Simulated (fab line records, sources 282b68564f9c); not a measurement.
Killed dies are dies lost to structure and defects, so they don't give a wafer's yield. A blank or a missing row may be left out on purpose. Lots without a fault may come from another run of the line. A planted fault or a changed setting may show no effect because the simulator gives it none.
Problem report in the 8D (eight disciplines) form, filled by code | flow rit_cmos | the parts of the form that need people (team, actions taken, sign-off) are left out

1. THE PROBLEM
heater_power_total_W at RIT_M1_SOFTBAKE_05 reads a mean of 36.83 W on 6 wafers of 2 lots; wafers without a fault read 34.56 W with a standard deviation of 0.044. That is +52 standard deviations from the usual mean.
The step: time 60 s.
First seen on wafer L755.1, day 5 14:02, on litho_track-03. The record holds 18 wafers of 6 lots with a number at this step. Rule for "out", or "out of limits": more than 4 standard deviations from the usual mean. The other wafers with a number count as sound.

2. WHAT IT IS AND WHAT IT IS NOT
question                    | is                                 | is not
which readings at this step | heater_power_total_W, plate_temp_C | -
which lots                  | L755, L756                         | L748, L749, L757, L762
which wafers of those lots  | all that have a number             | -
read on which tools         | litho_track-03                     | litho_track-04
when                        | from day 5 14:02                   | up to then (6 sound wafers); but 6 sound wafers of L757, L762 came after

3. SUSPECTS, AND WHAT RULES EACH OUT
Counting: a tool at a process step up to the reading stays a suspect if it ran every lot that is out and no sound lot after the first of them.
- plasma_asher-02 at RIT_CONTACT_STRIP_12 (strips in O2, time 180 s): ruled out as a lasting fault. Sound lots L757 ran on it after its first lot that is out, L755 (day 5 12:37).
- litho_track-03 at RIT_M1_SOFTBAKE_05 (time 60 s): kept. It ran every lot that is out, first L755 (day 5 14:02), and no sound lot after that; its last sound lot up to then is L749 (day 4 07:34). Its own readings are out on those wafers: heater_power_total_W, plate_temp_C.
Left after counting: litho_track-03 at RIT_M1_SOFTBAKE_05.

4. THE CAUSE (what the simulator had put in)
Process parameter drift: litho_track-03, from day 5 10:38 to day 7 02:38, at RIT_M1_SOFTBAKE_05. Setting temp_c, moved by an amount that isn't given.
Counting left only this tool.

5. THE CHAIN OF EFFECTS, in route order
Each row: a reading whose mean over the struck wafers that have a number lies more than 3 standard deviations from the usual. Only readings for which the record gives a usual standard deviation are gone through. hours: the time from each lot's start at the first step in this table that gives one to its start at this step, as a median over the lots. sigmas: the change in usual standard deviations.
hours | step               | reading              | usual   | on struck wafers | change | sigmas
0     | RIT_M1_SOFTBAKE_05 | heater_power_total_W | 34.56 W | 36.83            | +2.27  | +52
0     | RIT_M1_SOFTBAKE_05 | plate_temp_C         | 90.01 C | 94.16            | +4.15  | +35
The process steps in it:
- RIT_M1_SOFTBAKE_05: time 60 s.
Later measuring or inspecting steps at which every struck wafer that the step has a row for has a number for every such reading, and none has moved that far: RIT_M1_CD_MEAS_09.

6. WHAT WOULD HAVE CAUGHT IT SOONER
In this record the first reading out of limits was taken at day 5 14:02, 3 hours after the fault began at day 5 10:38.
